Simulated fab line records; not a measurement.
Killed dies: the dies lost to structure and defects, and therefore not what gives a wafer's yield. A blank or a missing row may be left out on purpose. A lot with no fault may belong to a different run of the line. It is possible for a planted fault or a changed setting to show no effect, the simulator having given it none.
Split-lot trial / flow rit_cmos / 5 lots, 23 wafers read, on a route of 202 steps

SPLIT DETAILS
At RIT_M1_METAL_ETCH_12 (etches Al in Cl2/BCl3, stops on SiO2, time 165 s, target depth 600 nm), the setting time_s was moved away from the recipe's 165 s on 4 of the 23 wafers read, by -4.2% to +13.2%. The other wafers ran this setting at the recipe's value.

The reading comes from the split's own step.

THE READING
NOVOLAK_of_M1_COAT_04.thk_nm (the simulator's own value, which no gauge read), in nm, at RIT_M1_METAL_ETCH_12 (etches Al in Cl2/BCl3, stops on SiO2, time 165 s, target depth 600 nm). The file does not state a usual value for it. Here, 19 wafers ran the recipe; their average is 803.0 nm with a standard deviation of 13 nm.

wafer=L074.1; tool, chamber at the split=rie_metal-04, 0; time_s as run, s=165; against the recipe=recipe; NOVOLAK_of_M1_COAT_04.thk_nm, nm=797.5; against lot-mates on the recipe=-
wafer=L074.6; tool, chamber at the split=rie_metal-04, 0; time_s as run, s=165; against the recipe=recipe; NOVOLAK_of_M1_COAT_04.thk_nm, nm=797.5; against lot-mates on the recipe=-
wafer=L074.3; tool, chamber at the split=rie_metal-04, 0; time_s as run, s=165; against the recipe=recipe; NOVOLAK_of_M1_COAT_04.thk_nm, nm=799.3; against lot-mates on the recipe=-
wafer=L074.4; tool, chamber at the split=rie_metal-04, 0; time_s as run, s=158; against the recipe=-4.2%; NOVOLAK_of_M1_COAT_04.thk_nm, nm=816.5; against lot-mates on the recipe=+18.4
wafer=L074.5; tool, chamber at the split=rie_metal-04, 0; time_s as run, s=158; against the recipe=-4.2%; NOVOLAK_of_M1_COAT_04.thk_nm, nm=814.5; against lot-mates on the recipe=+16.4
wafer=L076.1; tool, chamber at the split=rie_metal-04, 0; time_s as run, s=165; against the recipe=recipe; NOVOLAK_of_M1_COAT_04.thk_nm, nm=789.5; against lot-mates on the recipe=-
wafer=L076.2; tool, chamber at the split=rie_metal-04, 1; time_s as run, s=165; against the recipe=recipe; NOVOLAK_of_M1_COAT_04.thk_nm, nm=794.3; against lot-mates on the recipe=-
wafer=L076.3; tool, chamber at the split=rie_metal-04, 0; time_s as run, s=165; against the recipe=recipe; NOVOLAK_of_M1_COAT_04.thk_nm, nm=790; against lot-mates on the recipe=-
wafer=L076.4; tool, chamber at the split=rie_metal-04, 1; time_s as run, s=165; against the recipe=recipe; NOVOLAK_of_M1_COAT_04.thk_nm, nm=796.1; against lot-mates on the recipe=-
wafer=L076.5; tool, chamber at the split=rie_metal-04, 0; time_s as run, s=165; against the recipe=recipe; NOVOLAK_of_M1_COAT_04.thk_nm, nm=790.4; against lot-mates on the recipe=-
wafer=L082.1; tool, chamber at the split=rie_metal-04, 1; time_s as run, s=165; against the recipe=recipe; NOVOLAK_of_M1_COAT_04.thk_nm, nm=805.9; against lot-mates on the recipe=-
wafer=L082.2; tool, chamber at the split=rie_metal-04, 0; time_s as run, s=165; against the recipe=recipe; NOVOLAK_of_M1_COAT_04.thk_nm, nm=798.3; against lot-mates on the recipe=-
wafer=L082.4; tool, chamber at the split=rie_metal-04, 0; time_s as run, s=165; against the recipe=recipe; NOVOLAK_of_M1_COAT_04.thk_nm, nm=796.8; against lot-mates on the recipe=-
wafer=L082.5; tool, chamber at the split=rie_metal-04, 0; time_s as run, s=186.8; against the recipe=+13.2%; NOVOLAK_of_M1_COAT_04.thk_nm, nm=757.7; against lot-mates on the recipe=-42.6
wafer=L082.6; tool, chamber at the split=rie_metal-04, 1; time_s as run, s=186.8; against the recipe=+13.2%; NOVOLAK_of_M1_COAT_04.thk_nm, nm=764.6; against lot-mates on the recipe=-35.7
wafer=L083.1; tool, chamber at the split=rie_metal-02, 1; time_s as run, s=165; against the recipe=recipe; NOVOLAK_of_M1_COAT_04.thk_nm, nm=825.4; against lot-mates on the recipe=-
wafer=L083.3; tool, chamber at the split=rie_metal-02, 1; time_s as run, s=165; against the recipe=recipe; NOVOLAK_of_M1_COAT_04.thk_nm, nm=819.3; against lot-mates on the recipe=-
wafer=L083.4; tool, chamber at the split=rie_metal-02, 0; time_s as run, s=165; against the recipe=recipe; NOVOLAK_of_M1_COAT_04.thk_nm, nm=821.6; against lot-mates on the recipe=-
wafer=L083.5; tool, chamber at the split=rie_metal-02, 0; time_s as run, s=165; against the recipe=recipe; NOVOLAK_of_M1_COAT_04.thk_nm, nm=825; against lot-mates on the recipe=-
wafer=L083.6; tool, chamber at the split=rie_metal-02, 1; time_s as run, s=165; against the recipe=recipe; NOVOLAK_of_M1_COAT_04.thk_nm, nm=825.2; against lot-mates on the recipe=-
wafer=L085.2; tool, chamber at the split=rie_metal-04, 0; time_s as run, s=165; against the recipe=recipe; NOVOLAK_of_M1_COAT_04.thk_nm, nm=794.4; against lot-mates on the recipe=-
wafer=L085.3; tool, chamber at the split=rie_metal-04, 0; time_s as run, s=165; against the recipe=recipe; NOVOLAK_of_M1_COAT_04.thk_nm, nm=793.2; against lot-mates on the recipe=-
wafer=L085.6; tool, chamber at the split=rie_metal-04, 0; time_s as run, s=165; against the recipe=recipe; NOVOLAK_of_M1_COAT_04.thk_nm, nm=797.5; against lot-mates on the recipe=-

FIT RESULTS
A straight line over all 23 wafers: NOVOLAK_of_M1_COAT_04.thk_nm changes by -3.14 nm for each +1% of time_s; r = -0.74; the points scatter about the line by 12 nm.
The same after taking each lot's own level away (the mean of its wafers on the recipe; 23 wafers): -3.1 nm for each +1%; r = -0.97; scatter 3 nm.
Per that fit: largest time_s move, reading shift of 41 nm.
Across the lots, their own levels run from 792.06 to 823.30 nm, a range of 2.5 times the standard deviation given above.
So the lot-to-lot level blurs the effect unless lot-mates are compared.
Check: for one of the wafers moved furthest among these (+13.2%), held out of the fit, the line's prediction against its lot-mates is -38.5 nm. It came out at -42.6 nm against them.

OTHER SPLITS ON THESE WAFERS
These wafers also went through other splits before the reading. Each is held against what the fit with the lots' levels taken away leaves over:
other split on the same wafers=RIT_ACTIVE_OXIDATION_01 temp_c; wafers away from the commonest value=18; r with NOVOLAK_of_M1_COAT_04.thk_nm (lot level and that fit taken away)=-0.19
other split on the same wafers=RIT_ACTIVE_HARDBAKE_12 temp_c; wafers away from the commonest value=9; r with NOVOLAK_of_M1_COAT_04.thk_nm (lot level and that fit taken away)=+0.20
other split on the same wafers=RIT_NWELL_SOFTBAKE_02 temp_c; wafers away from the commonest value=8; r with NOVOLAK_of_M1_COAT_04.thk_nm (lot level and that fit taken away)=+0.30
other split on the same wafers=RIT_PWELL_COAT_01 resist_thk_nm; wafers away from the commonest value=5; r with NOVOLAK_of_M1_COAT_04.thk_nm (lot level and that fit taken away)=+0.02
other split on the same wafers=RIT_GATE_DEVELOP_15 dev_temp_c; wafers away from the commonest value=8; r with NOVOLAK_of_M1_COAT_04.thk_nm (lot level and that fit taken away)=+0.16
other split on the same wafers=RIT_PLDD_IMPLANT_08 dose_cm2; wafers away from the commonest value=9; r with NOVOLAK_of_M1_COAT_04.thk_nm (lot level and that fit taken away)=-0.18
other split on the same wafers=RIT_PSD_IMPLANT_08 tilt_deg; wafers away from the commonest value=7; r with NOVOLAK_of_M1_COAT_04.thk_nm (lot level and that fit taken away)=-0.09

THE FILE'S OWN FIT
NOVOLAK_of_M1_COAT_04.thk_nm changes by -3.07 nm for each +1% of time_s, r = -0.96.
